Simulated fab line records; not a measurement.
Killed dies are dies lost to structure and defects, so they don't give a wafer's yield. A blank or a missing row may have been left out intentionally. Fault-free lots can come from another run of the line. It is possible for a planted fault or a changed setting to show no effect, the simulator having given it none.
Problem report, 8D (eight disciplines) form, completed by code | flow ritCmos | the parts of the form that need people (team, actions taken, sign-off) are left out

1. WHAT WENT WRONG
Mean M1_AL_RS at RIT_M1_RS_MEAS_01: 0.0812 ohm/sq over 2 wafers in 2 lots; fault-free wafers: 0.0734 ohm/sq, standard deviation 0.00065. That is +12 standard deviations from the usual mean.
The step: measures by four-point-probe.
Seen first at day 6 03:07 on filmMetro-01, wafer L937.3. At this step, 42 wafers from 14 lots have a number in the record. Rule for "out", or "out of limits": more than 4 standard deviations from the usual mean. The other wafers with a number count as sound.

2. WHAT IT IS AND WHAT IT IS NOT
question                    | is                         | is not
which readings at this step | M1_AL_RS                   | -
which lots                  | L937, L939                 | L923, L924, L925, L927, L928, L929, L930, L936, L938, L942, L944, L946
which wafers of those lots  | L937.3, L939.3             | L937.1, L937.4, L939.2, L939.4
read on which gauges        | filmMetro-01, filmMetro-02 | filmMetro-03
when                        | from day 6 03:07           | up to then (26 sound wafers); but 14 sound wafers of L938, L939, L942, L944, L946 came after

3. SUSPECTS, AND WHAT RULES EACH OUT
Counting: a tool at a process step up to the reading stays a suspect if it ran every lot that is out. Sound lots after the first of them don't rule it out here, since some wafers of a struck lot are sound.
- the gauge at RIT_M1_RS_MEAS_01: ruled out. Those wafers that are out were read across 2 gauges (filmMetro-01, filmMetro-02).
- pvdSputter-04 at RIT_M1_SPUTTER_00 (material Al, target thk 400 nm, time 500 s): kept. Every lot that is out went through it, the first being L937 (day 6 02:49); the last sound lot it ran before that was L929 (day 4 11:17). Its own readings are out on those wafers: chamberPressurePa, throttleValvePct.
The count leaves pvdSputter-04 at RIT_M1_SPUTTER_00.

4. THE CAUSE (what the simulator had put in)
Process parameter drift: pvdSputter-04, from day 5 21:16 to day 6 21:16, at RIT_M1_SPUTTER_00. Setting chamberPressurePa, moved by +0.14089, from 0.4. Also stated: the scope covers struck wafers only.
Only this tool survived the counting.

5. SEQUENCE OF EFFECTS, ordered by route
Each row: a reading where the mean over the struck wafers with a number is more than 3 standard deviations away from the usual. Scope: only readings with a usual standard deviation given in the record; hours: median across lots of the time from each lot's start at the first step in this table that gives one to its start at this step; sigmas: change in usual standard deviations.
hours | step               | reading           | usual         | on struck wafers | change  | sigmas
0     | RIT_M1_SPUTTER_00  | chamberPressurePa | 0.4000 Pa     | 0.5415           | +0.1415 | +99 or more
0     | RIT_M1_SPUTTER_00  | throttleValvePct  | 29.4 %        | 25.2             | -4.1    | -4.1
0     | RIT_M1_RS_MEAS_01  | M1_AL_RS          | 0.0734 ohm/sq | 0.0812           | +0.0078 | +12
0     | RIT_M1_THK_MEAS_02 | M1_AL_THK         | 408 nm        | 370              | -38     | -10
Its process steps:
- RIT_M1_SPUTTER_00: material Al, target thk 400 nm, time 500 s.

6. WHAT WOULD HAVE CAUGHT IT SOONER
6 hours passed between the start of the fault at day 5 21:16 and the first reading out of limits at a measuring or inspecting step in this record, taken at day 6 03:07.
The tool's own readings at RIT_M1_SPUTTER_00 were out on every struck wafer that the step has a row for (chamberPressurePa, throttleValvePct): an alarm limit on them would have fired on the first of those.
L939, from the lots that are out (2), started RIT_M1_SPUTTER_00 on pvdSputter-04 later than day 6 03:07. It would have been spared by a hold on the tool at that moment.
